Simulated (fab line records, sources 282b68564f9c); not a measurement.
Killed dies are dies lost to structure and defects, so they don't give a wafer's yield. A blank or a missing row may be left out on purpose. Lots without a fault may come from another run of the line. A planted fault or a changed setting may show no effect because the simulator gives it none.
A struck lot beside a sound one | flow rit_cmos | 15 steps out of a route of 202
Sound: wafers L724.3, L724.5, L724.6. Struck: wafers L734.1, L734.3, L734.6. The cause comes at the end.
At each step with rows: each side's tool, then ch and its chambers, then its first start. Under that, the readings that differ: sound wafers | struck wafers | difference of the means | sigmas: that difference in standard deviations of wafers without a fault.
alike: readings whose means differ by less than 2 such deviations, and words and numbers that are the same on both sides. not compared: withheld readings, readings that some wafer has no value for, bounds like >300 that may hide the same value, and numbers for which the record gives no deviation and whose values overlap.
The two part at a step that has a row with sigmas, a row that says differs or no value, or rows on one side only. Numbers that don't overlap but have no deviation are shown without sigmas and don't part them. A reading that every wafer of one side lacks parts them only if that side has two wafers or more.

first, 4 steps without rows for these wafers: RIT_PSD_SOFTBAKE_02 (time 60 s); RIT_PSD_EXPOSE_03 (exposes mask M10, target cd 40900 nm); RIT_PSD_PEB_04; RIT_PSD_DEVELOP_05 (develop time 50 s).
RIT_PSD_OVL_MEAS_06:
  sound on overlay-02, day 3 09:25; struck on overlay-02, day 5 08:59
  alike: PSD_OVL
then, 2 steps without rows for these wafers: RIT_PSD_HARDBAKE_07 (time 60 s); RIT_PSD_IMPLANT_08.
RIT_PSD_STRIP_09: strips in O2, time 180 s.
  sound on plasma_asher-02 ch 0,1, day 3 09:53; struck on plasma_asher-04 ch 0,1, day 5 09:19
  alike: drypump_motor_current_A
  not compared: rf_hours_counter_h
RIT_PSD_TW_MEAS_10:
  sound on film_metro-01, day 3 10:01; struck on film_metro-03, day 5 09:29
  alike: PSD_TW
then, 3 steps without rows for these wafers: RIT_SDANNEAL_CLEAN_00 (cleans in SC1, time 579.2 s); RIT_SDANNEAL_CLEAN_01 (cleans in dHF, time 30 s); RIT_SDANNEAL_CLEAN_02 (cleans in SC2, time 600 s).
RIT_SDANNEAL_RTA_03: time 4.891 s.
  sound on rtp_anneal-01 ch 0, day 3 10:38; struck on rtp_anneal-02 ch 0, day 5 09:55
  reading          | sound                | struck            | difference | sigmas
  wafer_temp_C_max | 1052.9 1053.5 1054.8 | 989.0 988.7 987.1 | -65.5      | -55
RIT_SDANNEAL_RS_MEAS_04: measures by four-point-probe.
  sound on film_metro-01, day 3 10:43; struck on film_metro-03, day 5 10:20
  reading         | sound             | struck            | difference | sigmas
  PSD_RS (ohm/sq) | 116.2 116.6 116.4 | 166.2 166.2 165.6 | +49.6      | +99 or more
  not compared: hold
RIT_M1_PROBE_99:
  the record has rows for the sound wafers here (prober-02, day 3 18:17) and none for the struck ones

WHERE THEY PART
First at RIT_SDANNEAL_RTA_03; last, within this record, at RIT_M1_PROBE_99.

WHY: what the simulator had put in
Process parameter drift: rtp_anneal-02, from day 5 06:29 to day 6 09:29, at RIT_SDANNEAL_RTA_03. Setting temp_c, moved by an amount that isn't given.
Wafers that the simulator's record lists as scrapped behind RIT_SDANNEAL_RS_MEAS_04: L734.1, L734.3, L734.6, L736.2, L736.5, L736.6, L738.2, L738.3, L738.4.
